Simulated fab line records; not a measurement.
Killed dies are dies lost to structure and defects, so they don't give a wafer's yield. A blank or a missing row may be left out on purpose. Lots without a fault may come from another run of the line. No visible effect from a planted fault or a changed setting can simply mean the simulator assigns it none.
Comparing a struck lot with a sound one + flow rit-cmos + 14 steps out of a route of 202
Sound: these wafers, L115.1, L115.2, L115.3. The struck wafers were L106.1, L106.3, L106.4. At the end, the cause is stated.
For every step that has rows: the tool of each side, followed by ch and its chambers, followed by its first start. Under that, the readings that differ: sound wafers + struck wafers + difference of the means + sigmas: that difference in standard deviations of wafers without a fault.
alike: same words and numbers on both sides, and readings whose means sit less than 2 such deviations apart. not compared: any withheld reading, any reading some wafer has no value for, any bound like >300 that may hide the same value, and any number with overlapping values for which the record gives no deviation.
Wherever a step has rows on one side only, a row that says differs or no value, or a row with sigmas, the two part there. Non-overlapping numbers with no deviation appear without sigmas and do not part them. Lack of a reading on every wafer of one side parts them only where that side has two or more wafers.

RIT_CONTACT_STRIP_12: strips in O2, time 180 s.
  sound on plasma-asher-03 ch 0,1, day 7 11:19; struck on plasma-asher-02 ch 0,1, day 5 21:41
  alike: drypump-motor-current-A
  not compared: rf-hours-counter-h
RIT_CONTACT_CD_MEAS_90: the cd target is 1000 nm.
  sound on cd-sem-02, day 7 11:29; struck on cd-sem-02, day 5 21:52
  alike: cd-nm
then, 2 steps without rows for these wafers: RIT_CONTACT_CLEAN_13 (cleans in SC1, time 600 s); RIT_CONTACT_CLEAN_14 (cleans in SC2, time 600 s).
RIT_M1_SPUTTER_00: material Al, target thk 400 nm, time 500 s.
  sound on pvd-sputter-02, day 7 12:01; struck on pvd-sputter-03, day 5 22:22
  alike: throttle-valve-pct
RIT_M1_RS_MEAS_01: uses a four-point probe to measure.
  sound on film-metro-03, day 7 12:19; struck on film-metro-01, day 5 22:40
  alike: M1_AL_RS
RIT_M1_THK_MEAS_02: measures by xrf.
  sound on film-metro-03, day 7 12:26; struck on film-metro-01, day 5 22:47
  alike: M1_AL_THK
then, 5 steps without rows for these wafers: RIT_M1_HMDS_03 (prime time 60 s); RIT_M1_COAT_04 (resist thk 1300 nm); RIT_M1_SOFTBAKE_05 (time 60 s); RIT_M1_EXPOSE_06 (exposes mask M12, target cd 2600 nm); RIT_M1_PEB_07.
RIT_M1_DEVELOP_08: develop time 68 s.
  sound on litho-track-04 ch 0, day 7 13:00; struck on litho-track-04, day 5 23:00
  no value came back on the struck wafers for chill-plate-temp-C (C), develop-time-s (s); on the sound wafers chill-plate-temp-C (C) reads 23.08 23.12 23.03
RIT_M1_CD_MEAS_09: the cd target is 2600 nm.
  sound on cd-sem-02, day 7 13:29; struck on cd-sem-02, day 5 23:51
| reading    | sound                | struck | difference                    | sigmas |
|------------|----------------------|--------|-------------------------------|--------|
| cd-nm (nm) | 2603.0 2601.5 2602.6 | - - -  | no value on the struck wafers |        |

## WHERE THEY PART
At RIT_M1_DEVELOP_08 first; at RIT_M1_CD_MEAS_09 last (within this record only).

WHY: the cause the simulator had injected
Entire step skipped (litho-track-04, RIT_M1_DEVELOP_08), from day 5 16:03 onward. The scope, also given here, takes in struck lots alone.
